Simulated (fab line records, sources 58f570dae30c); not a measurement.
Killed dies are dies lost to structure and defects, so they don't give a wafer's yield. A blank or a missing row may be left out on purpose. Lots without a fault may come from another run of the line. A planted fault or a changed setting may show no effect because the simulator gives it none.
fab line records | flow berkeley_cmos170
record lots=5 wafers=15 last_day=12
route steps=331 shown M1@244 V1@254
lots that met no fault: from a run of the same line without faults
start_h: hours from the record's first day to the start of the lot's first wafer shown | wait_h: hours since the lot's step before | " the same as in the row above | L1.1+2: a row that stands for several wafers | - no value, or no start given | * or withheld: withheld | < > ~ a bound
route shown NAME@n: a module of which the file shows steps, and the number in the route of the first | usual: mean/standard deviation of fault-free wafers | same: alike in all rows | chamber/n: place in a boat | sites: the reading at each site | _std_site: their standard deviation | _edge_site: outer sites' mean less inner sites' | radius_mm: how far each site lies from the wafer's centre | mask NAME#n: copy n | behind: the tool/chamber that last shaped the wafer | hold: why the lot was held/for how many hours/how that ended | device: the transistor (n, p or np) that didn't switch | end of line: the same wafers' tests at the end of the route | a step without rows: its recipe alone | killed: dies lost to structure and defects at the first sort, not the wafer's yield | map: a wafer's dies, x killed, . not, _ none there
set.NAME: the setting as run; set.NAME@STEP: as run at that earlier step | model.NAME: the simulator's own value behind a step, which no gauge read
lots at some steps of the route; a table a step, a row a wafer
services: from which hour (start_h, from the record's first day; less than 0 if before it) a tool's chamber was out of use, for how many hours, and why
## steps
# step UCB170_M1_EXPOSE_06
# recipe mask_id=METAL1 target_cd_nm=700 na=0.5 sigma_outer=0.6 source_shape=conventional dose_mj=21
# step UCB170_M1_PEB_07
# recipe peb_temp_c=130 peb_time_s=withheld resist=KrF
# step UCB170_M1_DEVELOP_08
# recipe developer=TMAH develop_time_s=45 resist=KrF dev_temp_c=21
# step UCB170_M1_CD_MEAS_09
# recipe target_cd_nm=700
# usual cd_nm=699.7/1.6
# columns lot.wafer tool chamber start_h wait_h cd_nm
L165.1 cd_sem-02 - 185.37 - 698.2
L165.2 " - " " 698.6
L165.4 " - " " 698.2
L170.1 cd_sem-02 - 213.13 - 699.0
L170.2 " - " " 700.6
L170.3 " - " " 700.5
L179.1 cd_sem-01 - 255.57 - 695.7
L179.2 " - " " 697.0
L179.3 " - " " 696.9
L181.2 cd_sem-02 - 263.47 - 699.1
L181.3 " - " " 698.7
L181.5 " - " " 700.1
L182.1 cd_sem-02 - 276.40 - 699.4
L182.3 " - " " 698.9
L182.6 " - " " 699.4
# step UCB170_M1_OVL_MEAS_10
# usual M1_OVL=2/5.7
# columns lot.wafer tool chamber start_h wait_h M1_OVL[nm]
L165.1 overlay-01 - 185.49 0.1 0
L165.2 " - " " -3
L165.4 " - " " -7
L170.1 overlay-01 - 213.25 0.1 7
L170.2 " - " " 9
L170.3 " - " " 8
L179.1 overlay-01 - 255.69 0.1 4
L179.2 " - " " 6
L179.3 " - " " 6
L181.2 overlay-02 - 263.57 0.1 -9
L181.3 " - " " -2
L181.5 " - " " 1
L182.1 overlay-01 - 276.52 0.1 9
L182.3 " - " " 10
L182.6 " - " " 12
# step UCB170_M1_ETCH_11
# recipe chemistry=N2/H2 target_depth_a=withheld overetch_a=withheld target=BARC time_s=withheld source_w=500 bias_w=100 pressure_mtorr=30 n2_flow_sccm=100 h2_flow_sccm=200
# usual drypump_motor_current_A=5.51/0.28 oes_product_au=0.998/0.021 throttle_valve_pct=13.40/0.2
# columns lot.wafer tool chamber start_h wait_h drypump_motor_current_A oes_product_au throttle_valve_pct
L165.1 rie_diel-03 0 185.53 0.0 5.81 0.993 13.03
L165.2 " 1 " " 5.34 0.988 13.62
L165.4 " 3 " " 5.31 0.990 13.47
L170.1 rie_diel-04 1 213.29 0.0 5.56 1.013 13.58
L170.2 " 2 " " 5.61 0.981 13.19
L170.3 " 0 " " 5.42 1.010 13.40
L179.1 rie_diel-03 2 255.73 0.0 5.91 1.036 13.54
L179.2 " 3 " " 5.33 0.988 13.47
L179.3 " 1 " " 5.32 0.990 13.61
L181.2 rie_diel-02 3 263.60 0.0 5.09 0.976 13.12
L181.3 " 0 " " 5.39 0.990 13.29
L181.5 " 3 " " 5.10 0.967 13.11
L182.1 rie_diel-03 3 276.56 0.0 5.30 0.987 13.47
L182.3 " 1 " " 5.40 0.995 13.63
L182.6 " 3 " " 5.32 0.985 13.45
# step UCB170_M1_METAL_ETCH_12
# recipe chemistry=Cl2/BCl3 target=Al stop_on=PSG pressure_mtorr=12 target_depth_a=7800 over_etch_frac=0.3 time_s=130 icp_w=600 bias_w=120 Cl2_flow_sccm=90 bcl3_flow_sccm=45
# usual drypump_motor_current_A=5.84/0.28 oes_product_au=0.842/0.014 throttle_valve_pct=24.31/0.17
# columns lot.wafer tool chamber start_h wait_h drypump_motor_current_A oes_product_au rf_hours_counter_h throttle_valve_pct
L165.1 rie_metal-01 1 185.57 - 5.97 0.849 2 24.44
L165.2 " 0 " " 6.29 0.870 0 23.94
L165.4 " 0 " " 6.33 0.870 - 23.94
L170.1 rie_metal-03 0 213.33 - 5.97 0.818 11 24.28
L170.2 " 1 " " 5.66 0.828 5 24.35
L170.3 " 1 " " 5.67 0.835 - 24.35
L179.1 rie_metal-01 1 255.77 - 5.97 0.848 4 24.44
L179.2 " 0 " " 6.29 0.856 2 23.95
L179.3 " 0 " " 6.28 0.858 - 23.95
L181.2 rie_metal-03 1 263.65 - 5.67 0.829 7 24.37
L181.3 " 1 " " 5.68 0.831 - 24.35
L181.5 " 1 " " 5.69 0.830 - 24.36
L182.1 rie_metal-03 0 276.60 - 5.98 0.822 13 24.29
L182.3 " 1 " " 5.70 0.826 - 24.36
L182.6 " 0 " " 5.98 0.819 - 24.29
# step UCB170_M1_STRIP_13
# recipe chemistry=O2 power_w=400 pressure_mtorr=3500 platen_temp_c=withheld o2_flow_sccm=400 overash_fraction=0.5
# usual drypump_motor_current_A=5.89/0.26 oes_product_au=0.721/0.004
# columns lot.wafer tool chamber start_h wait_h drypump_motor_current_A oes_product_au rf_hours_counter_h
L165.1 plasma_asher-03 1 185.71 0.1 6.07 0.718 37
L165.2 " 0 " " 5.47 0.719 37
L165.4 " 0 " " 5.47 0.724 -
L170.1 plasma_asher-02 1 213.51 0.1 5.62 0.720 9
L170.2 " 0 " " 5.99 0.724 9
L170.3 " 0 " " 6.03 0.719 -
L179.1 plasma_asher-03 1 255.90 0.1 6.02 0.719 45
L179.2 " 0 " " 5.48 0.718 45
L179.3 " 0 " " 5.46 0.723 -
L181.2 plasma_asher-02 1 263.78 0.1 5.62 0.722 13
L181.3 " 0 " " 5.97 0.723 -
L181.5 " 0 " " 5.96 0.724 -
L182.1 plasma_asher-01 1 276.74 0.1 6.25 0.715 59
L182.3 " 0 " " 6.03 0.729 -
L182.6 " 0 " " 6.02 0.717 -
# step UCB170_M1_CD_MEAS_90
# recipe target_cd_nm=700
# usual cd_nm=700.1/2.2
# columns lot.wafer tool chamber start_h wait_h cd_nm
L165.1 cd_sem-02 - 185.81 0.1 697.8
L165.2 " - " " 698.8
L165.4 " - " " 699.5
L170.1 cd_sem-02 - 213.97 0.4 701.6
L170.2 " - " " 701.0
L170.3 " - " " 701.3
L179.1 cd_sem-02 - 256.00 0.1 695.2
L179.2 " - " " 699.5
L179.3 " - " " 699.3
L181.2 cd_sem-02 - 264.09 0.3 698.9
L181.3 " - " " 700.2
L181.5 " - " " 699.8
L182.1 cd_sem-01 - 276.83 0.1 698.1
L182.3 " - " " 696.2
L182.6 " - " " 698.9
# step UCB170_M1_ANNEAL_14
# recipe temp_c=400 time_s=1200 ambient=forming_gas
# step UCB170_V1_CVD_00
# recipe material=SiO2 target_thk_nm=2000 temp_c=390 precursor=TEOS/O2 time_s=250 rf_w=550 pressure_mtorr=9000
# usual heater_power_w=256/67
# columns lot.wafer tool chamber start_h wait_h heater_power_w
L165.1 pecvd-02 0 189.60 0.0 275
L165.2 " 1 " " 335
L165.4 " 1 " " 246
L170.1 pecvd-03 1 217.33 0.0 399
L170.2 " 0 " " 227
L170.3 " 2 " " 185
L179.1 pecvd-01 0 260.88 0.0 283
L179.2 " 1 " " 294
L179.3 " 2 " " 282
L181.2 pecvd-03 2 267.82 0.0 215
L181.3 " 0 " " 237
L181.5 " 2 " " 148
L182.1 pecvd-03 0 283.82 0.0 250
L182.3 " 2 " " 216
L182.6 " 0 " " 174
# step UCB170_V1_THK_MEAS_01
# recipe reads=SiO2_of_V1_CVD_00
# usual V1_TEOS_THK=1997/23
# columns lot.wafer tool chamber start_h wait_h V1_TEOS_THK[nm]
L165.1 film_metro-04 - 189.75 0.1 1968
L165.2 " - " " 1971
L165.4 " - " " 2014
L170.1 film_metro-02 - 217.51 0.1 1992
L170.2 " - " " 1965
L170.3 " - " " 1979
L179.1 film_metro-04 - 261.04 0.1 1988
L179.2 " - " " 1990
L179.3 " - " " 2001
L181.2 film_metro-04 - 267.98 0.1 1952
L181.3 " - " " 1959
L181.5 " - " " 1977
L182.1 film_metro-03 - 283.97 0.1 1962
L182.3 " - " " 1957
L182.6 " - " " 1993
# step UCB170_V1_CMP_02
# recipe material=SiO2 down_force_psi=6 platen_rpm=60 pad_velocity_m_s=0.75398
# usual motor_current_A=15.9/1.3
# columns lot.wafer tool chamber start_h wait_h motor_current_A model.SiO2_of_V1_CVD_00.thk_nm
L165.4 cmp-02 2 189.81 0.0 16.1 1000
L165.2 " 3 " " 15.1 999.4
L165.1 " 0 " " 15.7 1001
L170.2 cmp-02 3 217.62 0.1 16.1 1002
L170.1 " 0 " " 16.3 1001
L170.3 " 1 " " 18.0 1001
L179.3 cmp-02 1 261.10 0.0 16.6 1001
L179.1 " 3 " " 15.7 1001
L179.2 " 0 " " 15.5 1346
L181.2 cmp-01 3 268.13 0.1 13.6 1000
L181.3 " 0 " " 15.4 999.7
L181.5 " 2 " " 16.0 999.2
L182.1 cmp-01 2 284.03 0.1 17.9 1000
L182.3 " 0 " " 15.1 1000
L182.6 " 3 " " 13.5 1001
# step UCB170_V1_BOW_MEAS_03
# recipe mode=bow
# usual V1_BOW=18/7.3
# columns lot.wafer tool chamber start_h wait_h V1_BOW[um]
L165.1 film_metro-03 - 190.11 0.1 31
L165.2 " - " " 36
L165.4 " - " " 22
L170.1 film_metro-02 - 217.87 0.2 16
L170.2 " - " " 20
L170.3 " - " " 7
L179.1 film_metro-02 - 261.40 0.1 20
L179.2 " - " " 24
L179.3 " - " " 6
L181.2 film_metro-04 - 268.35 0.2 16
L181.3 " - " " 20
L181.5 " - " " 16
L182.1 film_metro-02 - 284.33 0.2 18
L182.3 " - " " 32
L182.6 " - " " 16
# step UCB170_V1_THK_MEAS_04
# recipe reads=SiO2_of_V1_CVD_00
# usual V1_POLISHED_THK=1000.2/1.2
# columns lot.wafer tool chamber start_h wait_h V1_POLISHED_THK[nm]
L165.1 film_metro-03 - 190.23 0.1 1001.4
L165.2 " - " " 999.5
L165.4 " - " " 1000.9
L170.1 film_metro-02 - 217.99 0.1 1001.9
L170.2 " - " " 1001.6
L170.3 " - " " 1002.6
L179.1 film_metro-02 - 261.52 0.1 1000.7
L179.2 " - " " 1345.4
L179.3 " - " " 1001.3
L181.2 film_metro-04 - 268.46 0.1 1000.4
L181.3 " - " " 999.5
L181.5 " - " " 999.2
L182.1 film_metro-02 - 284.45 0.1 1000.4
L182.3 " - " " 998.8
L182.6 " - " " 1000.9
# step UCB170_V1_CLEAN_05
# recipe chemistry=DIW
# step UCB170_V1_HMDS_06
# recipe prime_time_s=60 prime_temp_c=100
# step UCB170_V1_COAT_07
# recipe resist=KrF spin_rpm=1500 resist_thk_nm=900
# step UCB170_V1_SOFTBAKE_08
# recipe resist=KrF temp_c=130 time_s=60
# step UCB170_V1_EXPOSE_09
# recipe mask_id=VIA1 target_cd_nm=700 na=0.5 sigma_outer=0.6 source_shape=conventional dose_mj=37
# step UCB170_V1_PEB_10
# recipe peb_temp_c=130 peb_time_s=withheld resist=KrF
# step UCB170_V1_DEVELOP_11
# recipe developer=TMAH develop_time_s=46.49 resist=KrF dev_temp_c=21
# step UCB170_V1_CD_MEAS_12
# recipe target_cd_nm=700
# usual cd_nm=700.5/1.4
# columns lot.wafer tool chamber start_h wait_h cd_nm
L165.1 cd_sem-02 - 193.49 - 699.1
L165.2 " - " " 698.5
L165.4 " - " " 697.5
L170.1 cd_sem-02 - 219.84 - 699.6
L170.2 " - " " 700.2
L170.3 " - " " 700.1
L179.1 cd_sem-02 - 262.72 - 698.8
L179.2 " - " " 699.0
L179.3 " - " " 699.2
L181.2 cd_sem-01 - 271.19 - 702.9
L181.3 " - " " 702.6
L181.5 " - " " 702.4
L182.1 cd_sem-02 - 285.72 - 702.1
L182.3 " - " " 703.5
L182.6 " - " " 703.6
# step UCB170_V1_OVL_MEAS_13
# usual V1_OVL=4/5.1
# columns lot.wafer tool chamber start_h wait_h V1_OVL[nm]
L165.1 overlay-02 - 193.61 0.1 3
L165.2 " - " " -1
L165.4 " - " " 2
L170.1 overlay-02 - 219.96 0.1 4
L170.2 " - " " 7
L170.3 " - " " 7
L179.1 overlay-02 - 262.84 0.1 6
L179.2 " - " " 6
L179.3 " - " " 8
L181.2 overlay-02 - 271.29 0.1 7
L181.3 " - " " 11
L181.5 " - " " 11
L182.1 overlay-01 - 285.84 0.1 6
L182.3 " - " " 5
L182.6 " - " " 0
# step UCB170_V1_ETCH_14
# recipe chemistry=CHF3/CF4/Ar target=SiO2 stop_on=Al CHF3_flow_sccm=45 cf4_flow_sccm=15 Ar_flow_sccm=150 pressure_mtorr=200 rf_w=700 target_depth_a=12500 over_etch_frac=0.25 time_s=291
# usual drypump_motor_current_A=5.40/0.28 oes_product_au=0.870/0.013 throttle_valve_pct=6.98/0.12
# columns lot.wafer tool chamber start_h wait_h drypump_motor_current_A oes_product_au rf_hours_counter_h throttle_valve_pct model.etch.depth_nm model.V1.feature_depth_nm
L165.1 rie_diel-01 1 193.65 0.0 5.25 0.879 121 7.04 1001 1001
L165.2 " 2 " " 5.78 0.876 116 6.89 999.4 999.6
L165.4 " 0 " " 4.92 0.868 40 6.84 1000 1000
L170.1 rie_diel-04 0 220.00 0.0 5.39 0.894 73 6.98 1001 1001
L170.2 " 2 " " 5.60 0.856 77 6.85 1002 1002
L170.3 " 1 " " 5.54 0.878 128 7.18 1001 1001
L179.1 rie_diel-04 2 262.88 0.0 5.61 0.858 80 6.83 1001 1001
L179.2 " 0 " " 5.41 1.013 75 6.97 1256 1256
L179.3 " 3 " " 5.05 0.875 18 7.03 1001 1001
L181.2 rie_diel-01 3 271.32 0.0 5.53 0.878 76 7.12 1000 1000
L181.3 " 0 " " 4.90 0.875 44 6.84 999.7 999.7
L181.5 " 0 " " 4.92 0.871 - 6.86 999.2 999.2
L182.1 rie_diel-02 0 285.87 0.0 5.40 0.875 63 6.93 1000 1000
L182.3 " 3 " " 5.09 0.844 69 6.83 1000 1000
L182.6 " 2 " " 5.21 0.886 - 7.01 1001 1001
# step UCB170_V1_STRIP_15
# recipe chemistry=O2 power_w=400 pressure_mtorr=3500 platen_temp_c=withheld o2_flow_sccm=400 overash_fraction=0.5
# usual drypump_motor_current_A=5.97/0.22 oes_product_au=0.722/0.0046 strip_time_to_endpoint_s=15.33/0.098
# columns lot.wafer tool chamber start_h wait_h drypump_motor_current_A oes_product_au rf_hours_counter_h strip_time_to_endpoint_s
L165.1 plasma_asher-04 0 193.83 0.1 5.84 0.726 51 15.38
L165.2 " 1 " " 5.66 0.708 51 15.32
L165.4 " 1 " " 5.65 0.729 - 15.48
L170.1 plasma_asher-02 1 220.18 0.1 5.60 0.729 9 15.15
L170.2 " 0 " " 5.98 0.719 9 15.29
L170.3 " 0 " " 5.98 0.714 - 15.27
L179.1 plasma_asher-02 0 263.06 0.1 6.01 0.720 13 15.35
L179.2 " 1 " " 5.62 0.733 13 15.31
L179.3 " 0 " " 5.99 0.725 - 15.40
L181.2 plasma_asher-01 0 271.50 0.1 6.02 0.724 58 15.35
L181.3 " 1 " " 6.24 0.732 - 15.47
L181.5 " 1 " " 6.23 0.716 - 15.40
L182.1 plasma_asher-01 1 286.05 0.1 6.27 0.719 60 15.51
L182.3 " 0 " " 5.99 0.718 - 15.42
L182.6 " 1 " " 6.26 0.724 - 15.60
## services
# columns tool chamber start_h hours kind
rie_diel-02 1 167.29 9.5 repair
pecvd-03 0 169.37 6.3 repair
rie_diel-01 0 175.24 6.2 repair
pecvd-02 - 178.86 3.3 repair
plasma_asher-03 - 187.87 1.6 repair
pecvd-02 - 191.61 2.8 pm
plasma_asher-03 - 194.65 2.0 repair
cmp-02 - 197.57 6.2 pm
rie_diel-04 3 198.17 42.6 repair
rie_diel-02 3 204.85 1.3 repair
rie_diel-03 - 221.34 0.3 repair
pecvd-01 - 223.83 2.8 pm
cmp-02 - 228.70 1.5 repair
rie_diel-03 3 231.53 5.3 repair
cmp-01 - 232.00 4.0 pm
pecvd-02 1 233.35 12.0 repair
cmp-01 - 236.00 5.7 pm
pecvd-02 0 240.09 28.9 repair
plasma_asher-02 - 241.74 2.8 pm
pecvd-01 - 242.50 14.0 pm
rie_diel-01 1 246.04 6.4 repair
rie_diel-03 - 249.81 0.5 repair
cmp-01 - 275.82 4.5 repair
rie_diel-02 1 283.14 3.4 repair
## key
first_sign step=UCB170_V1_THK_MEAS_04 reading=V1_POLISHED_THK direction=up sigmas=99+ usual=1000.2 struck=1345.4
effect step=UCB170_V1_ETCH_14 reading=oes_product_au direction=up sigmas=11 usual=0.870 struck=1.013
model_effect step=UCB170_V1_CMP_02 value=SiO2_of_V1_CVD_00.thk_nm without=999.8 struck=1346
model_effect step=UCB170_V1_ETCH_14 value=etch.depth_nm without=999.8 struck=1256
met_at UCB170_V1_CMP_02
struck_wafers L179.2
later_rows_left_out L179.2
sort_left_out L179.2
onset_between 217.62 261.10
fault kind=process_parameter_drift tool=cmp-02 chamber=0 onset_h=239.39 steps=UCB170_V1_CMP_02 channel=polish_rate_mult offset=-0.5 shape=step end_h=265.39
# sort_left_out: the simulated sort isn't trusted on such a fault, so these wafers' sort isn't shown, and their yield isn't known
# later_rows_left_out: the simulator's readings of these wafers behind a module that went badly wrong aren't trusted and aren't shown, but for the sort
